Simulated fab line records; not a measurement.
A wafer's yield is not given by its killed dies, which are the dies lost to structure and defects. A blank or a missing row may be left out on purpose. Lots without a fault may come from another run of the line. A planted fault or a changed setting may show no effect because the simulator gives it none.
8D (eight disciplines) problem report, filled in by code ; flow berkeley-cmos170 ; the parts of the form that need people (team, actions taken, sign-off) are left out

1. THE ISSUE
Wafers free of any fault read 215.4 nm (standard deviation 2) for GATE_POLY_THK at UCB170_GATE_THK_MEAS_05, against a mean of 107.8 nm on 9 wafers of 3 lots. That puts it -54 standard deviations away from the usual mean.
First seen on wafer L936.2, day 8 08:50, on film-metro-04. At this step, 45 wafers from 15 lots have a number in the record. By rule, "out" or "out of limits" means more than 4 standard deviations away from the usual mean. The other wafers with a number count as sound.

2. WHAT IT IS; WHAT IT IS NOT
question;is;is not
which readings at this step;GATE_POLY_THK;-
which lots;L936, L937, L938;L927, L928, L930, L939, L940, L941, L942, L943, L946, L947, L948, L949
which wafers of those lots;all that have a number;-
read on which gauges;film-metro-02, film-metro-03, film-metro-04;-
when;from day 8 08:50;"up to then (9 sound wafers); but 27 sound wafers of L939, L940, L941, L942, L943, L946, L947, L948, L949 came after"

3. SUSPECTS, AND WHAT RULES EACH OUT
Counting: a tool at a process step up to the reading stays a suspect if it ran every lot that is out and no sound lot after the first of them.
- the gauge at UCB170_GATE_THK_MEAS_05: ruled out. Those wafers that are out were read across 3 gauges (film-metro-02, film-metro-03, film-metro-04).
- lpcvd-01 at UCB170_GATE_CVD_04 (deposits poly-Si from SiH4, time 1440 s, target thk 214 nm): kept. All lots that are out passed through it, beginning with L936 at day 8 07:25, and no sound lot followed; its final sound lot before that point was L930 at day 6 11:43. On those wafers its own readings are out: sih4-flow-sccm.
Remaining after the count: lpcvd-01 at UCB170_GATE_CVD_04.

4. THE CAUSE (what the simulator had put in)
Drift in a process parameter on lpcvd-01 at UCB170_GATE_CVD_04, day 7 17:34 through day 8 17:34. Setting sih4-flow-sccm, moved by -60, from 120. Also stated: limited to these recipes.
Counting left only this tool.

5. THE EFFECT CHAIN, in route order
Rows list readings where the struck wafers' mean (over those with a number) sits beyond 3 standard deviations from the usual. Scope: only readings with a usual standard deviation given in the record; hours: median across lots of the time from each lot's start at the first step in this table that gives one to its start at this step; sigmas: change in usual standard deviations.
hours;step;reading;usual;on struck wafers;change;sigmas
0;UCB170_GATE_CVD_04;sih4-flow-sccm;120.0 sccm;59.9;-60.1;-99 or more
1;UCB170_GATE_THK_MEAS_05;GATE_POLY_THK;215.4 nm;107.8;-107.6;-54
3;UCB170_GATE_ETCH_15;oes-product-au;0.840 a.u.;0.559;-0.281;-20
It contains these process steps:
- UCB170_GATE_CVD_04: deposits poly-Si from SiH4, time 1440 s, target thk 214 nm.
- UCB170_GATE_ETCH_15: etches poly-Si in HBr/Cl2, stops on SiO2, time 56.3 s, target depth 278.2 nm.

6. HOW IT WOULD HAVE BEEN CAUGHT EARLIER
The first out-of-limits reading at a measuring or inspecting step in this record came at day 8 08:50, 15 hours after the fault's start at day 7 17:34.
At UCB170_GATE_CVD_04, the tool's own readings (sih4-flow-sccm) were out on each struck wafer the step has a row for, so an alarm limit on them would have fired on the first such wafer.
All the lots that are out (3) had begun UCB170_GATE_CVD_04 on lpcvd-01 by day 8 08:50. None of them would have been spared by holding the tool at that moment.
